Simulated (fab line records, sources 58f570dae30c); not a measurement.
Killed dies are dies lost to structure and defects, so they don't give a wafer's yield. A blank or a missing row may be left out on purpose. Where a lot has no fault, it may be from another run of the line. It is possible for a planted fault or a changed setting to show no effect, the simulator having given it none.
What tool caused it? / flow berkeley-cmos170 / 15 lots, 45 wafers sampled, at 1 step of a route of 331

## WHAT EACH GAUGE READ, for each wafer
UCB170_NLDD_OVL_MEAS_07. Usual: NLDD_OVL typically reads 1 nm, with standard deviation 6.2.
lot=L900; measured=day 7 03:37; on=overlay-01; NLDD_OVL (nm)=11 4 3; flag=
lot=L903; measured=day 7 17:54; on=overlay-02; NLDD_OVL (nm)=9 12 4; flag=
lot=L902; measured=day 7 18:11; on=overlay-01; NLDD_OVL (nm)=-11 -5 -5; flag=
lot=L901; measured=day 7 18:23; on=overlay-02; NLDD_OVL (nm)=-4 -2 6; flag=
lot=L905; measured=day 8 06:22; on=overlay-02; NLDD_OVL (nm)=5 7 -2; flag=
lot=L907; measured=day 8 19:29; on=overlay-02; NLDD_OVL (nm)=-1 -3 -6; flag=
lot=L908; measured=day 9 02:40; on=overlay-02; NLDD_OVL (nm)=7 -11 0; flag=
lot=L911; measured=day 9 07:54; on=overlay-01; NLDD_OVL (nm)=-11 -9 -3; flag=
lot=L909; measured=day 9 08:11; on=overlay-02; NLDD_OVL (nm)=8 11 0; flag=
lot=L914; measured=day 10 15:08; on=overlay-02; NLDD_OVL (nm)=-2 -6 0; flag=
lot=L915; measured=day 10 15:52; on=overlay-01; NLDD_OVL (nm)=1 -9 1; flag=
lot=L919; measured=day 11 16:34; on=overlay-01; NLDD_OVL (nm)=-2 3 -3; flag=
lot=L920; measured=day 12 02:38; on=overlay-02; NLDD_OVL (nm)=-5 5 -3; flag=
lot=L922; measured=day 12 19:19; on=overlay-02; NLDD_OVL (nm)=-3 2 2; flag=
lot=L921; measured=day 12 19:26; on=overlay-01; NLDD_OVL (nm)=9 -3 0; flag=

## TOOL THAT RAN EACH LOT (tool first, then ch and the chambers of the sampled wafers, then the start)
Record: no process step prior to these readings.

## AS READ BY THE TOOLS THEMSELVES (means over the sampled wafers that have a number; for cases with no such wafer, the mark the record gives instead)
The record holds no such reading with a usual standard deviation.

## THE ANSWER, worked out from the rows above alone
Rule: a lot counts as off when the mean over its wafers that have a number is more than 3 standard deviations away from the usual mean. A lot without any number at a reading at which 4 lots or more have one is off too. The other lots that the step has rows for count as sound. Order of review: gauges by route order, followed by the tools' own readings, for which a lot's mean as printed above is used. The first step at which some lot is off is used, and at that step the reading that is off furthest; a lot without a number counts as furthest.
No lot is off at any reading shown: from this, nothing can be told.

## WHAT THE SIMULATOR HAD INSERTED
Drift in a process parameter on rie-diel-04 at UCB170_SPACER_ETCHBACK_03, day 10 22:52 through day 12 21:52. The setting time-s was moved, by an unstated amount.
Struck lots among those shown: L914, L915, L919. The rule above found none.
